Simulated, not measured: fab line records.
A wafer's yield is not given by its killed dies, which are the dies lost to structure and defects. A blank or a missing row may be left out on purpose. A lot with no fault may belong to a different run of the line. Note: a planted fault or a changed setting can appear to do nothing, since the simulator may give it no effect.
Which tool was responsible?	flow berkeley cmos170	42 wafers from 14 lots sampled at 4 of the route's 331 steps

WHAT EACH GAUGE READ, for each wafer
UCB170_M1_CD_MEAS_09: the cd target is 700 nm.
lot	measured	on	cd nm (nm)
L655	day 8 05:58	cd sem-01	701.4 703.6 701.5
L654	day 8 06:37	cd sem-02	700.8 700.9 700.7
L656	day 8 15:49	cd sem-01	699.9 700.0 700.2
L657	day 9 03:38	cd sem-01	698.6 698.8 698.4
L659	day 9 04:47	cd sem-01	699.2 698.9 700.3
L658	day 9 04:20	cd sem-01	700.9 702.7 701.6
L660	day 9 18:49	cd sem-02	702.1 703.4 701.4
L663	day 10 01:17	cd sem-02	700.1 699.5 700.7
L669	day 11 07:07	cd sem-01	699.8 699.1 700.1
L668	day 11 09:39	cd sem-01	700.4 700.1 699.4
L671	day 12 09:44	cd sem-02	699.6 700.6 698.8
L674	day 12 17:30	cd sem-02	698.7 698.2 699.0
L675	day 12 17:26	cd sem-01	698.7 698.7 699.1
L677	day 13 00:16	cd sem-01	700.8 701.6 701.4

UCB170_M3_CD_MEAS_90: the cd target is 700 nm.
lot	measured	on	cd nm (nm)
L655	day 8 19:22	cd sem-01	700.7 703.4 701.5
L654	day 8 19:58	cd sem-01	699.3 699.7 701.4
L656	day 9 04:28	cd sem-01	704.7 703.7 703.2
L657	day 9 18:13	cd sem-01	701.8 703.5 697.4
L659	day 9 18:11	cd sem-02	694.2 696.1 700.9
L658	day 9 18:47	cd sem-01	703.1 699.1 700.4
L660	day 10 09:08	cd sem-02	695.2 702.5 698.1
L663	day 10 16:28	cd sem-02	697.5 696.2 699.8
L669	day 11 20:39	cd sem-02	698.1 699.8 697.5
L668	day 12 00:20	cd sem-01	692.0 699.9 698.8
L671	day 13 01:01	cd sem-02	704.5 700.4 703.3
L674	day 13 10:40	cd sem-02	698.4 697.0 699.4
L675	day 13 09:26	cd sem-02	698.1 698.6 697.8
L677	day 13 14:27	cd sem-02	699.2 702.6 702.4

EACH LOT AND THE TOOL THAT RAN IT (in order: tool; ch and the chambers of the sampled wafers; start)
lot	UCB170_GATE_ETCH_15	UCB170_SDANNEAL_RTA_01
L655	rie si-02 ch 0,2, day 7 02:55	rtp anneal-01 ch 0, day 7 21:37
L654	rie si-01 ch 1,2,3, day 7 03:03	rtp anneal-01 ch 0, day 7 22:13
L656	rie si-02 ch 0,3, day 7 14:34	rtp anneal-02 ch 0, day 8 08:35
L657	rie si-01 ch 1,2,3, day 8 04:03	rtp anneal-01 ch 0, day 8 20:31
L659	rie si-02 ch 0,2,3, day 8 04:46	rtp anneal-02 ch 0, day 8 20:43
L658	rie si-01 ch 0,1,3, day 8 04:50	rtp anneal-01 ch 0, day 8 20:44
L660	rie si-02 ch 0,1,3, day 8 17:20	rtp anneal-01 ch 0, day 9 10:38
L663	rie si-02 ch 0,1,3, day 9 02:22	rtp anneal-01 ch 0, day 9 18:38
L669	rie si-01 ch 1,2, day 10 05:38	rtp anneal-02 ch 0, day 10 20:33
L668	rie si-01 ch 1,3, day 10 06:00	rtp anneal-01 ch 0, day 10 21:08
L671	rie si-01 ch 0,2,3, day 11 02:19	rtp anneal-02 ch 0, day 12 00:20
L674	rie si-02 ch 0,1,2, day 11 13:44	rtp anneal-01 ch 0, day 12 06:16
L675	rie si-01 ch 0,1,3, day 11 13:44	rtp anneal-02 ch 0, day 12 06:09
L677	rie si-02 ch 1,2,3, day 11 22:31	rtp anneal-02 ch 0, day 12 14:06
- UCB170_GATE_ETCH_15: etches poly-Si in HBr/Cl2, stops on SiO2, time 56.3 s, target depth 278.2 nm.
- UCB170_SDANNEAL_RTA_01: time 5 s.

WHAT THE TOOLS THEMSELVES READ (means of the sampled wafers that have a number; where no wafer has one, the mark that the record gives instead)
UCB170_GATE_ETCH_15.
lot	tool	bias w (W)	chamber pressure mTorr (mTorr)	drypump motor current A (A)	oes product au (a.u.)	throttle valve pct (%)
L655	rie si-02	150.2	14.956	5.2	0.836	26.36
L654	rie si-01	149.8	14.995	5.2	0.829	26.52
L656	rie si-02	149.9	15.001	5.4	0.830	26.27
L657	rie si-01	149.8	14.992	5.2	0.828	26.51
L659	rie si-02	149.6	15.002	5.2	0.827	26.46
L658	rie si-01	149.7	15.008	5.2	0.835	26.38
L660	rie si-02	175.8	15.008	5.5	0.827	26.35
L663	rie si-02	175.8	14.997	5.5	0.820	26.36
L669	rie si-01	149.6	15.001	5.3	0.842	26.71
L668	rie si-01	150.5	15.007	4.7	0.846	26.23
L671	rie si-01	150.0	14.999	5.6	0.837	26.42
L674	rie si-02	150.1	15.001	5.3	0.837	26.46
L675	rie si-01	150.1	15.001	5.2	0.832	26.37
L677	rie si-02	150.4	15.000	5.4	0.832	26.54

UCB170_SDANNEAL_RTA_01.
lot	tool	lamp power pct (%)	wafer_temp_C_max
L655	rtp anneal-01	31	1056.4
L654	rtp anneal-01	31	1056.2
L656	rtp anneal-02	39	1055.3
L657	rtp anneal-01	31	1054.9
L659	rtp anneal-02	39	1056.1
L658	rtp anneal-01	31	1055.5
L660	rtp anneal-01	31	1054.6
L663	rtp anneal-01	31	1055.6
L669	rtp anneal-02	39	1055.6
L668	rtp anneal-01	31	1055.4
L671	rtp anneal-02	39	1054.6
L674	rtp anneal-01	31	1055.7
L675	rtp anneal-02	39	1055.1
L677	rtp anneal-02	39	1053.9

THE ANSWER, worked out from the rows above alone
Rule: the lots themselves supply what counts as usual. The widest of any qualifying gaps counts: lots, ordered by their means at a reading, are off when they make up no more than a third of the lots, leave a main group of 4 or more, and stand apart from it by 3 or more times the standard deviation of that group's means. A main group whose means are all the same, to the digits that the tables above print for the reading, isn't used. A lot without any number at a reading at which 4 lots or more have one is off too. Any other lot the step has rows for is counted as sound. The gauges are gone through in route order, then the tools' own readings, and for those a lot's mean is taken as printed above. The first step at which some lot is off is used, and at that step the reading that is off furthest; a lot without a number counts as furthest.
Off: L660, L663 (UCB170_GATE_ETCH_15, bias w). Main group: mean 150.0 W, sd 0.28.
If a tool, at that step or one of the process steps before it, ran each lot that is off and ran no sound lot following the first of them, it fits. No candidate that was tried fits.

WHAT THE SIMULATOR HAD PUT IN
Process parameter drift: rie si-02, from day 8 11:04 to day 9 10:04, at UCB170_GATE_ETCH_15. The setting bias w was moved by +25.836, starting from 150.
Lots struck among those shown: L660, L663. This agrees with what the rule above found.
